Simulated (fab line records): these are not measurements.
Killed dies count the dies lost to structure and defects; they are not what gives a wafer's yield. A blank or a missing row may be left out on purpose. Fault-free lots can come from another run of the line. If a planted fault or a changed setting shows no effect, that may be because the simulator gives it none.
Split-lot study    flow berkeley cmos170    route with 331 steps; 5 lots, 23 wafers read

== THE SPLIT ==
At UCB170_NSD_IMPLANT_08, the setting energy kev was moved away from the recipe's 40 on 8 of the 23 wafers read, by -5.6% to -1.5%. All remaining wafers had this setting at the recipe value.

== FROM THE SPLIT TO THE READING: what the file shows between them, 3 steps ==
- UCB170_NSD_STRIP_09: strips in O2
- UCB170_NSD_CLEAN_11: cleans in SPM, time 600 s
- UCB170_SDANNEAL_RTA_01: time 5 s

== THE READING ==
NSD_RS (ohm/sq), read at UCB170_SDANNEAL_RS_MEAS_03 with a four-point probe. Fault-free wafers of this fab line usually give 37.26 ohm/sq, standard deviation 0.11 ohm/sq.

wafer   tool, chamber at the split  energy kev as run  against the recipe  NSD_RS, ohm/sq  against lot-mates on the recipe
L075.1  implanter-04, 0             39.38              -1.5%               37.53           +0.28
L075.3  implanter-04, 0             40                 recipe              37.19           -
L075.4  implanter-04, 0             39.38              -1.5%               37.40           +0.15
L075.5  implanter-04, 0             39.38              -1.5%               37.46           +0.21
L075.6  implanter-04, 0             40                 recipe              37.31           -
L076.2  implanter-01, 0             40                 recipe              37.36           -
L076.3  implanter-01, 0             40                 recipe              37.43           -
L076.4  implanter-01, 0             40                 recipe              37.42           -
L076.5  implanter-01, 0             40                 recipe              37.49           -
L076.6  implanter-01, 0             40                 recipe              37.47           -
L082.2  implanter-04, 0             40                 recipe              37.35           -
L082.4  implanter-04, 0             40                 recipe              37.45           -
L082.5  implanter-04, 0             40                 recipe              37.26           -
L084.2  implanter-01, 0             40                 recipe              37.07           -
L084.3  implanter-01, 0             40                 recipe              37.33           -
L084.4  implanter-01, 0             40                 recipe              37.19           -
L084.5  implanter-01, 0             38.5               -3.7%               37.59           +0.39
L084.6  implanter-01, 0             38.5               -3.7%               37.60           +0.40
L083.1  implanter-02, 0             37.77              -5.6%               37.85           +0.71
L083.2  implanter-02, 0             37.77              -5.6%               37.76           +0.62
L083.3  implanter-02, 0             37.77              -5.6%               37.91           +0.77
L083.4  implanter-02, 0             40                 recipe              37.12           -
L083.6  implanter-02, 0             40                 recipe              37.17           -

THE FIT
A straight line over all 23 wafers: NSD_RS changes by -0.0918 ohm/sq for each +1% of energy kev; r = -0.86; the points scatter about the line by 0.12 ohm/sq.
The same after taking each lot's own level away (the mean of its wafers on the recipe; 23 wafers): -0.121 ohm/sq for each +1%; r = -0.97; scatter 0.069 ohm/sq.
That fit puts the effect of the largest move of energy kev on the reading at 0.68 ohm/sq.
The lots' own levels span 37.145 to 37.434 ohm/sq, that is 2.6 times the standard deviation above.
So the lot-to-lot level changes the slope: the two fits differ.
Check: for one of the wafers moved furthest among these (-5.6%), held out of the fit, the line's prediction against its lot-mates is +0.667 ohm/sq. It came out at +0.705 ohm/sq against them.

== THE WHOLE CHAIN: every reading that the file lists as answering this split, in the file's order ==
step                        what it does                  reading                                                          change (the file's fit)                r (the file's)
UCB170_NSD_IMPLANT_08                                     implant.rp nm (the simulator's own value, which no gauge read)   +0.459 nm for each +1% of the setting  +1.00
UCB170_NSD_IMPLANT_08                                     implant.drp nm (the simulator's own value, which no gauge read)  +0.181 nm for each +1% of the setting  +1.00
UCB170_NSD_STRIP_09         strips in O2                  strip time to endpoint s                                         withheld for each +1% of the setting   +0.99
UCB170_SDANNEAL_RS_MEAS_03  measures by four-point-probe  NSD_RS                                                           -0.12 for each +1% of the setting      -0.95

== THE FILE'S OWN FIT ==
NSD_RS changes by -0.12 ohm/sq for each +1% of energy kev, r = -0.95.
